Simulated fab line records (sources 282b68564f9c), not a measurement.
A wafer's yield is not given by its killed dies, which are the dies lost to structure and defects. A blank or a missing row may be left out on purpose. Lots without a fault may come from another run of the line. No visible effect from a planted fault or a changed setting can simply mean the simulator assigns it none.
Code-filled problem report in 8D (eight disciplines) form :: flow rit cmos :: the parts of the form that need people (team, actions taken, sign-off) are left out

== 1. THE PROBLEM ==
Mean of beam energy keV at RIT_NWELL_IMPLANT_08: 163.53 across 6 wafers in 2 lots; on wafers with no fault it is 170.00 (standard deviation 0.057). That is -99 or more standard deviations from the usual mean.
Earliest sighting: wafer L528.2 on implanter-04 at day 5 22:30. At this step, 42 wafers from 14 lots have a number in the record. The rule behind "out" and "out of limits": a value lying over 4 standard deviations away from the usual mean. All remaining wafers that have a number are taken as sound.

== 2. WHAT IT IS; WHAT IT IS NOT ==
question: which readings at this step
is: beam energy keV
is not: -

question: which lots
is: L528, L530
is not: L509, L510, L511, L512, L514, L515, L516, L517, L519, L523, L527, L531

question: which wafers of those lots
is: all that have a number
is not: -

question: read on which tools
is: implanter-04
is not: implanter-01, implanter-02

question: when
is: from day 5 22:30
is not: up to then (33 sound wafers); but 3 sound wafers of L531 came after

== 3. THE SUSPECTS, EACH WITH WHAT RULES IT OUT ==
Counting: any tool at a process step up to the reading is kept as a suspect provided that every lot that is out went through it and no sound lot did after the first of them.
- implanter-04 at RIT_NWELL_IMPLANT_08: kept. All lots that are out passed through it, beginning with L528 at day 5 22:30, and no sound lot followed; its final sound lot before that point was L527 at day 5 20:22. On those wafers its own readings are out: beam energy keV.
Remaining after the count: implanter-04 at RIT_NWELL_IMPLANT_08.

== 4. THE CAUSE (what the simulator had put in) ==
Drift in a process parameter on implanter-04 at RIT_NWELL_IMPLANT_08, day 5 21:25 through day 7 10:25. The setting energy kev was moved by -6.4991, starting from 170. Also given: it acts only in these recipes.
The count eliminated every tool but this one.

== 5. SEQUENCE OF EFFECTS, ordered by route ==
One row per reading whose mean, taken over the struck wafers that have a number, lies over 3 standard deviations from the usual. Only readings for which the record gives a usual standard deviation are gone through. hours: the time from each lot's start at the first step in this table that gives one to its start at this step, as a median over the lots. sigmas: the change in usual standard deviations.
hours: 0
step: RIT_NWELL_IMPLANT_08
reading: beam energy keV
usual: 170.00
on struck wafers: 163.53
change: -6.47
sigmas: -99 or more
The process steps in it:
- RIT_NWELL_IMPLANT_08

== 6. HOW IT WOULD HAVE BEEN CAUGHT EARLIER ==
In this record the first reading out of limits was taken at day 5 22:30, 1 hour after the fault began at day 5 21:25.
